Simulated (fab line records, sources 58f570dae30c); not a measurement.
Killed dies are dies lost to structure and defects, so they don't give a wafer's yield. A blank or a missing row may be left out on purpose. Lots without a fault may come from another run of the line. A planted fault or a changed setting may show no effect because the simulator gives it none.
One fault seen from 2 desks | flow berkeley_cmos170 | each desk has only its own numbers; what lay behind them comes last

THE METROLOGY DESK
What the gauges read, lot by lot, whatever tool the lot ran on: means of the sampled wafers that have a number. A lot is out of limits, marked OUT, if its mean lies more than 4 standard deviations from the usual mean; the brackets give that distance.
Columns: A = SACOX_OXIDE_THK at UCB170_SACOX_THK_MEAS_02, usual 14.20 nm; B = NSD_TW at UCB170_NSD_TW_MEAS_10, usual 4237; C = V1_TEOS_THK at UCB170_V1_THK_MEAS_01, usual 2004 nm
lot  | first seen here | A     | B                     | C
L129 | day 6 04:10     | 14.30 | 4247                  | 1966
L131 | day 6 10:20     | 13.86 | 4232                  | 1997
L132 | day 7 02:00     | 14.23 | 4260                  | 2004
L133 | day 7 02:00     | 14.54 | 4231                  | 1993
L137 | day 7 22:46     | 14.15 | 4234                  | 2016
L136 | day 7 22:46     | 14.30 | 4247                  | 1994
L139 | day 8 15:37     | 14.19 | 4256                  | 2046
L140 | day 8 15:37     | 14.09 | 4239                  | 2018
L143 | day 9 08:50     | 14.23 | 4225                  | 1998
L144 | day 9 08:51     | 14.48 | 4214                  | 2002
L145 | day 9 08:54     | 14.39 | 337 (-99 or more) OUT | 1993
L148 | day 11 03:34    | 14.39 | 319 (-99 or more) OUT | 2025
L151 | day 11 12:17    | 13.85 | 4226                  | 2030
L152 | day 11 12:19    | 13.81 | 4222                  | 1999
This desk's finding: out of limits on L145, L148; first on L145, day 12 03:11 (NSD_TW at UCB170_NSD_TW_MEAS_10). In limits: L129, L131, L132, L133, L137, L136, L139, L140, L143, L144, L151, L152.

THE TOOL OWNER'S DESK: litho_track-04
The tool's own readings at UCB170_NSD_DEVELOP_05 (develop time 45 s): means of the sampled wafers that have a number, for each lot that ran on this tool. A lot is out of limits, marked OUT, if its mean lies more than 4 standard deviations from the usual mean; the brackets give that distance.
Columns: A = resist_line_temp_C at UCB170_NSD_DEVELOP_05, usual 22.99 C
lot  | first seen here | A
L129 | day 8 04:00     | 23.03
L133 | day 9 06:00     | 22.94
L137 | day 10 13:00    | 22.95
L139 | day 11 11:00    | 22.93
L143 | day 12 02:00    | 23.04
L145 | day 12 02:00    | 22.94
L148 | day 12 21:00    | 22.98
This desk's finding: nothing out of limits on any of the 7 lots.

PUT TOGETHER
The metrology desk could have raised an alarm at day 12 03:11, on L145, L148.
The tool owner's desk saw nothing out of limits.
The tool owner's desk has L145, L148 on record, within its limits.
Of the lots named, all ran UCB170_NSD_DEVELOP_05 on litho_track-04.

WHAT THE SIMULATOR HAD PUT IN
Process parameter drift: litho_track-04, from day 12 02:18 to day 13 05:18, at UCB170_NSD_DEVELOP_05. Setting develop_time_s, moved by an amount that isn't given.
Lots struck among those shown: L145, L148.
Hours from the fault's start to each desk's first reading out of limits: the metrology desk, 1.
